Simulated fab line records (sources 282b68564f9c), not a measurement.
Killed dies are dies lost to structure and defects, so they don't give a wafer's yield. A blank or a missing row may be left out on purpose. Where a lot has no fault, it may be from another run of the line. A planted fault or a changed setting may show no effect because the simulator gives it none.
Lot-split experiment -- flow rit cmos -- 23 wafers read from 5 lots, route of 202 steps

## ON THE SPLIT
At RIT_PRETRO_COAT_01 (resist thk 1300 nm), the setting resist thk nm was moved away from the recipe's 1300 nm on 7 of the 23 wafers read, by -5.7% to +4.3%. All remaining wafers had this setting at the recipe value.

## FROM THE SPLIT TO THE READING: what the file shows between them, 3 steps
- RIT_PRETRO_SOFTBAKE_02: time 60 s
- RIT_PRETRO_EXPOSE_03: exposes mask M5, target cd 43700 nm
- RIT_PRETRO_DEVELOP_05: develop time 68 s

## THE READING
NOVOLAK_of_PRETRO_COAT_01.thk nm (the simulator's own value, which no gauge read), in nm, at RIT_PRETRO_HARDBAKE_07 (time 120 s). No usual value for it is given in the file. Across the 16 wafers here that went through the recipe, the average is 1136 nm and the standard deviation 3.4 nm.

wafer,"tool, chamber at the split","resist thk nm as run, nm",against the recipe,"NOVOLAK_of_PRETRO_COAT_01.thk nm, nm",against lot-mates on the recipe
L074.2,"litho track-02, 0",1300,recipe,1132,-
L074.5,"litho track-02, 0",1300,recipe,1135,-
L074.6,"litho track-02, 0",1300,recipe,1134,-
L077.1,"litho track-03, 0",1300,recipe,1135,-
L077.2,"litho track-03, 0",1300,recipe,1135,-
L077.3,"litho track-03, 0",1251,-3.8%,1094,-41
L077.5,"litho track-03, 0",1251,-3.8%,1094,-41
L077.4,"litho track-03, 0",1251,-3.8%,1096,-39
L078.1,"litho track-03, 0",1300,recipe,1141,-
L078.4,"litho track-03, 0",1300,recipe,1141,-
L078.2,"litho track-03, 0",1300,recipe,1140,-
L078.3,"litho track-03, 0",1300,recipe,1140,-
L078.6,"litho track-03, 0",1300,recipe,1139,-
L081.1,"litho track-03, 0",1300,recipe,1137,-
L081.5,"litho track-03, 0",1300,recipe,1137,-
L081.2,"litho track-03, 0",1226,-5.7%,1075,-63
L081.3,"litho track-03, 0",1300,recipe,1140,-
L081.4,"litho track-03, 0",1226,-5.7%,1076,-62
L084.2,"litho track-02, 0",1300,recipe,1130,-
L084.3,"litho track-02, 0",1300,recipe,1133,-
L084.6,"litho track-02, 0",1300,recipe,1133,-
L084.4,"litho track-02, 0",1356,+4.3%,1182,+50
L084.5,"litho track-02, 0",1356,+4.3%,1183,+51

THE FIT
A straight line over all 23 wafers: NOVOLAK_of_PRETRO_COAT_01.thk nm changes by +10.8 nm for each +1% of resist thk nm; r = +0.99; the points scatter about the line by 3 nm.
The same after taking each lot's own level away (the mean of its wafers on the recipe; 23 wafers): +11.1 nm for each +1%; r = +1.00; scatter 1.4 nm.
Per that fit: largest resist thk nm move, reading shift of 63 nm.
From 1132.0 to 1140.2 nm: that is the span of the lots' own levels, equal to 2.4 times the standard deviation above.
So the lot-to-lot level changes the slope little: the two slopes agree.
Check: -62.9 nm against its lot-mates is what the line predicts for one of the wafers moved furthest among these (-5.7%) when that wafer is left out of the fit. It came out at -63 nm against them.

## ADDITIONAL SPLITS CARRIED BY THESE WAFERS
Other splits were also applied to these wafers ahead of the reading. Each is held against what the fit with the lots' levels taken away leaves over:
other split on the same wafers,wafers away from the commonest value,r with NOVOLAK_of_PRETRO_COAT_01.thk nm (lot level and that fit taken away)
RIT_ACTIVE_OXIDATION_01 ox time s,10,-0.09
RIT_ACTIVE_COAT_06 spin rpm,6,+0.19
RIT_FOX2_OXIDATION_00 ox time s,18,-0.09
RIT_NWELL_IMPLANT_08 energy kev,10,-0.05
RIT_PWELL_IMPLANT_08 dose cm2,12,-0.05

## THE WHOLE CHAIN: every reading that the file lists as answering this split, in the file's order
step,what it does,reading,change (the file's fit),r (the file's)
RIT_PRETRO_COAT_01,resist thk 1300 nm,"NOVOLAK_of_PRETRO_COAT_01.thk nm (the simulator's own value, which no gauge read)",+13 nm for each +1% of the setting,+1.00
RIT_PRETRO_HARDBAKE_07,time 120 s,"NOVOLAK_of_PRETRO_COAT_01.thk nm (the simulator's own value, which no gauge read)",+11.2 nm for each +1% of the setting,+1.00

## FILE'S OWN FIT
NOVOLAK_of_PRETRO_COAT_01.thk nm changes by +11.2 nm for each +1% of resist thk nm, r = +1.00.
